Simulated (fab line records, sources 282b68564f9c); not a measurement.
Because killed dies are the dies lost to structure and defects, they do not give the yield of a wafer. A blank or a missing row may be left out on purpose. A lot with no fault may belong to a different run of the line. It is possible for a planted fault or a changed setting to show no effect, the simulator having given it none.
A struck lot beside a sound one :: flow rit cmos :: 44 out of 202 route steps
Sound: these wafers, L540.2, L540.3, L540.6. Wafers L558.2, L558.3, L558.6 were the ones struck. The cause is named last.
At each step with rows: each side's tool, then ch and its chambers, then its first start. Under that, the readings that differ: sound wafers :: struck wafers :: difference of the means :: sigmas: that difference in standard deviations of wafers without a fault.
alike: readings with means less than 2 such deviations apart, plus words and numbers identical on both sides. not compared: withheld readings, readings lacking a value on some wafer, bounds such as >300 that could conceal the same value, and numbers that have no deviation in the record and whose values overlap.
The two part at a step that has a row with sigmas, a row that says differs or no value, or rows on one side only. Non-overlapping numbers with no deviation appear without sigmas and do not part them. A reading missing from all wafers of one side parts the sides only when that side holds two or more wafers.

first, 4 steps without rows for these wafers: RIT_PLDD_SOFTBAKE_02 (time 60 s); RIT_PLDD_EXPOSE_03 (exposes mask M8, target cd 40900 nm); RIT_PLDD_PEB_04; RIT_PLDD_DEVELOP_05 (develop time 50 s).
RIT_PLDD_OVL_MEAS_06:
  sound on overlay-01 at day 3 16:56; struck on overlay-01 at day 7 10:55
  alike: PLDD_OVL
then, 2 steps without rows for these wafers: RIT_PLDD_HARDBAKE_07 (time 60 s); RIT_PLDD_IMPLANT_08.
RIT_PLDD_STRIP_09: strips in O2, time 180 s.
  sound on plasma asher-02 ch 0,1, day 3 17:16; struck on plasma asher-03 ch 0,1, day 7 11:14
  alike: drypump motor current A
  not compared: rf hours counter h
RIT_PLDD_TW_MEAS_10:
  sound on film metro-03 at day 3 17:27; struck on film metro-04 at day 7 11:25
  alike: PLDD_TW
then, 3 steps without rows for these wafers: RIT_SPACER_CLEAN_00 (cleans in SC1, time 600 s); RIT_SPACER_CLEAN_01 (cleans in dHF, time 30 s); RIT_SPACER_CLEAN_02 (cleans in SC2, time 600 s).
RIT_SPACER_CVD_03: deposits Si3N4 from SiH2Cl2/NH3, target thk 250 nm, time 3300 s.
  sound on lpcvd-02 ch 0, day 3 17:52; struck on lpcvd-02 ch 1, day 7 11:52
reading: sih2cl2 flow sccm (sccm)
sound: 60.16 60.26 60.19
struck: 72.07 72.19 72.14
difference: +11.93
sigmas: +66

reading: model.Si3N4_of_SPACER_CVD_03.thk nm (nm)
sound: 249.2 248.4 248.2
struck: 265.2 267.1 267.5
difference: +18.0
sigmas: 
  alike: nh3 flow sccm, zone power load pct
RIT_SPACER_THK_MEAS_04:
  sound on film metro-04 at day 3 19:47; struck on film metro-04 at day 7 13:48
reading: SPACER_NITRIDE_THK (nm)
sound: 249.2 248.5 248.2
struck: 265.1 267.3 267.4
difference: +18.0
sigmas: +9
RIT_SPACER_ETCHBACK_05: etches Si3N4 in SF6/CHF3, stops on SiO2, target depth 250 nm, time 230.9 s.
  sound on rie diel-03 ch 1,2,3, day 3 19:50; struck on rie diel-01 ch 0,2,3, day 7 13:51
reading: oes product au (a.u.)
sound: 0.854 0.881 0.854
struck: 0.917 0.928 0.920
difference: +0.059
sigmas: +4

reading: model.etch.depth nm (nm)
sound: 249.2 248.4 248.2
struck: 265.2 267.1 267.5
difference: +18.0
sigmas: 
  alike: drypump motor current A, throttle valve pct
  not compared: rf hours counter h
then, 6 steps without rows for these wafers: RIT_NSD_HMDS_00 (prime time 60 s); RIT_NSD_COAT_01 (resist thk 1000 nm); RIT_NSD_SOFTBAKE_02 (time 60 s); RIT_NSD_EXPOSE_03 (exposes mask M9, target cd 40700 nm); RIT_NSD_PEB_04; RIT_NSD_DEVELOP_05 (develop time 50 s).
RIT_NSD_OVL_MEAS_06:
  sound on overlay-01 at day 3 20:58; struck on overlay-02 at day 7 14:59
reading: NSD_OVL (nm)
sound: -6.3 -5.9 -4.9
struck: -1.4 -1.4 -1.1
difference: +4.4
sigmas: +2
then, 2 steps without rows for these wafers: RIT_NSD_HARDBAKE_07 (time 60 s); RIT_NSD_IMPLANT_08.
RIT_NSD_STRIP_09: strips in O2, time 180 s.
  sound on plasma asher-04 ch 0,1, day 3 21:18; struck on plasma asher-04 ch 0,1, day 7 15:19
  alike: drypump motor current A
  not compared: rf hours counter h
RIT_NSD_TW_MEAS_10:
  sound on film metro-02 at day 3 21:29; struck on film metro-03 at day 7 15:29
  alike: NSD_TW
then, 6 steps without rows for these wafers: RIT_PSD_HMDS_00 (prime time 60 s); RIT_PSD_COAT_01 (resist thk 1000 nm); RIT_PSD_SOFTBAKE_02 (time 60 s); RIT_PSD_EXPOSE_03 (exposes mask M10, target cd 40900 nm); RIT_PSD_PEB_04; RIT_PSD_DEVELOP_05 (develop time 50 s).
RIT_PSD_OVL_MEAS_06:
  sound on overlay-01 at day 3 22:33; struck on overlay-02 at day 7 16:24
  alike: PSD_OVL
then, 2 steps without rows for these wafers: RIT_PSD_HARDBAKE_07 (time 60 s); RIT_PSD_IMPLANT_08.
RIT_PSD_STRIP_09: strips in O2, time 180 s.
  sound on plasma asher-04 ch 0, day 3 22:53; struck on plasma asher-02 ch 0,1, day 7 16:44
  alike: drypump motor current A
  not compared: rf hours counter h
RIT_PSD_TW_MEAS_10:
  sound on film metro-03 at day 3 23:04; struck on film metro-03 at day 7 16:55
  alike: PSD_TW
then, 3 steps without rows for these wafers: RIT_SDANNEAL_CLEAN_00 (cleans in SC1, time 600 s); RIT_SDANNEAL_CLEAN_01 (cleans in dHF, time 30 s); RIT_SDANNEAL_CLEAN_02 (cleans in SC2, time 600 s).
RIT_SDANNEAL_RTA_03: time 5 s.
  sound on rtp anneal-01 ch 0, day 3 23:29; struck on rtp anneal-01 ch 0, day 7 17:23
  alike: chamber o2 ppm, wafer_temp_C_max
RIT_SDANNEAL_RS_MEAS_04: measurement is done with a four-point probe.
  sound on film metro-03 at day 3 23:34; struck on film metro-02 at day 7 17:30
  alike: PSD_RS
RIT_SILICIDE_WET_ETCH_00: etches SiO2 in BOE, target depth 14 nm, time 15 s.
  sound on wet bench-01 ch 1, day 4 00:01; struck on wet bench-01 ch 1, day 7 17:58
reading: model.Si3N4_of_SPACER_CVD_03.thk nm (nm)
sound: 195.7 194.9 195.2
struck: 209.7 211.1 212
difference: +15.7
sigmas: 
RIT_M1_PROBE_99:
  sound on prober-01 at day 4 07:01; struck on prober-02 at day 8 01:02
reading: model.etest.pplus sal.width nm (nm)
sound: 3472 3469 3438
struck: 3392 3389 3416
difference: -61
sigmas: 

reading: model.etest.nplus sal.width nm (nm)
sound: 3464 3472 3442
struck: 3404 3400 3384
difference: -63
sigmas: 

reading: model.etest.pwell pinched.rs ohm sq
sound: 451.8 463.8 452.2
struck: 445.9 439.6 434.4
difference: -16.0
sigmas: 

reading: model.etest.nwell pinched.rs ohm sq
sound: 338.2 338.3 339.5
struck: 320.2 318.3 316.7
difference: -20.3
sigmas: 

reading: model.etest.contact nplus.end ohm um
sound: 39.87 39.25 39.47
struck: 39 38.79 37.33
difference: -1
sigmas: 

reading: model.etest.diode pplus nwell.bv v (V)
sound: 6.625 6.665 6.7
struck: 6.563 6.47 6.493
difference: -0.155
sigmas: 

reading: model.etest.nmos_0p15.tox inv nm (nm)
sound: 4.298 4.233 4.215
struck: 4.595 4.56 4.59
difference: +0.333
sigmas: 

reading: model.etest.diode nplus comb.cj ff um2
sound: 2.662 2.666 2.671
struck: 2.464 2.461 2.407
difference: -0.222
sigmas: 
  alike: killed at contacts, killed at front end, killed dies, killed open, killed short

WHERE THEY PART
Last at RIT_NSD_OVL_MEAS_06 as far as this record goes, first at RIT_SPACER_CVD_03. Later steps at which nothing parts them and some readings are alike: RIT_NSD_STRIP_09, RIT_NSD_TW_MEAS_10, RIT_PSD_OVL_MEAS_06, RIT_PSD_STRIP_09, RIT_PSD_TW_MEAS_10, RIT_SDANNEAL_RTA_03, RIT_SDANNEAL_RS_MEAS_04, RIT_M1_PROBE_99.

WHY: what the simulator had put in
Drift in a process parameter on lpcvd-02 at RIT_SPACER_CVD_03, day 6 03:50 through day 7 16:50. The setting sih2cl2 flow sccm was moved by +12, starting from 60. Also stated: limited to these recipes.
